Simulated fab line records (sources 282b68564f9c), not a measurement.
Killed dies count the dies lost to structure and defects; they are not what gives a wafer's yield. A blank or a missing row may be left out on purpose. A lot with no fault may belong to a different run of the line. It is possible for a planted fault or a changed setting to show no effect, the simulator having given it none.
Which tool did it? + flow rit-cmos + Sampling: 7 lots, 21 wafers, 2 of 202 route steps

WHAT THE GAUGES SHOWED, per wafer
RIT_FOX2_THK_MEAS_01.
| lot  | measured    | on            | FOX2_OXIDE_THK (nm) |
|------|-------------|---------------|---------------------|
| L337 | day 2 00:04 | film-metro-04 | 347 352 354         |
| L339 | day 2 10:41 | film-metro-04 | 342 347 338         |
| L341 | day 2 22:30 | film-metro-04 | 360 349 359         |
| L344 | day 3 13:29 | film-metro-03 | 359 358 355         |
| L346 | day 3 23:01 | film-metro-02 | 350 346 348         |
| L349 | day 4 12:23 | film-metro-02 | 310 309 307         |
| L359 | day 6 13:57 | film-metro-02 | 360 358 353         |

WHAT TOOL EACH LOT RAN ON (gives the tool, then ch and the chambers of the sampled wafers, and finally the start)
| lot  | RIT_FOX2_OXIDATION_00        |
|------|------------------------------|
| L337 | furnace-03 ch 0, day 1 22:45 |
| L339 | furnace-04 ch 0, day 2 09:22 |
| L341 | furnace-04 ch 0, day 2 21:11 |
| L344 | furnace-04 ch 0, day 3 12:10 |
| L346 | furnace-03 ch 0, day 3 21:41 |
| L349 | furnace-04 ch 0, day 4 11:05 |
| L359 | furnace-01 ch 0, day 6 12:38 |
- RIT_FOX2_OXIDATION_00: target thk 350.7 nm, ox time 1130 s.

THE ANSWER, worked out from the rows above alone
Rule: usual is defined by the lots themselves. Put in order of their means at a reading, lots are off if they are a third of the lots or fewer, leave a main group of 4 or more, and stand apart from it by a gap of 3 or more times the standard deviation of the main group's means; of several such gaps the widest counts. A main group whose means are all the same, to the digits that the tables above print for the reading, isn't used. Also off: a lot with no number at a reading for which 4 or more lots have one. All remaining lots with rows at the step are treated as sound.
Off: at RIT_FOX2_THK_MEAS_01 (FOX2_OXIDE_THK), L349. The main group has a mean of 352 nm with a standard deviation of 5.5.
A tool fits if, at a process step before that reading, it ran every lot that is off, and no sound lot after the first of them. Gauges at RIT_FOX2_THK_MEAS_01: tried the same way as those tools. One candidate fits, namely furnace-04 at RIT_FOX2_OXIDATION_00. A fault onset in the window from L344 (day 3 12:10, its last sound lot) to L349 (day 4 11:05, its first lot off) fits.

WHAT THE SIMULATOR PUT IN
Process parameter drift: furnace-04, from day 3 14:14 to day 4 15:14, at RIT_FOX2_OXIDATION_00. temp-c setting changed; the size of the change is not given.
Struck lots among those shown: L349. The same result came from the rule above.
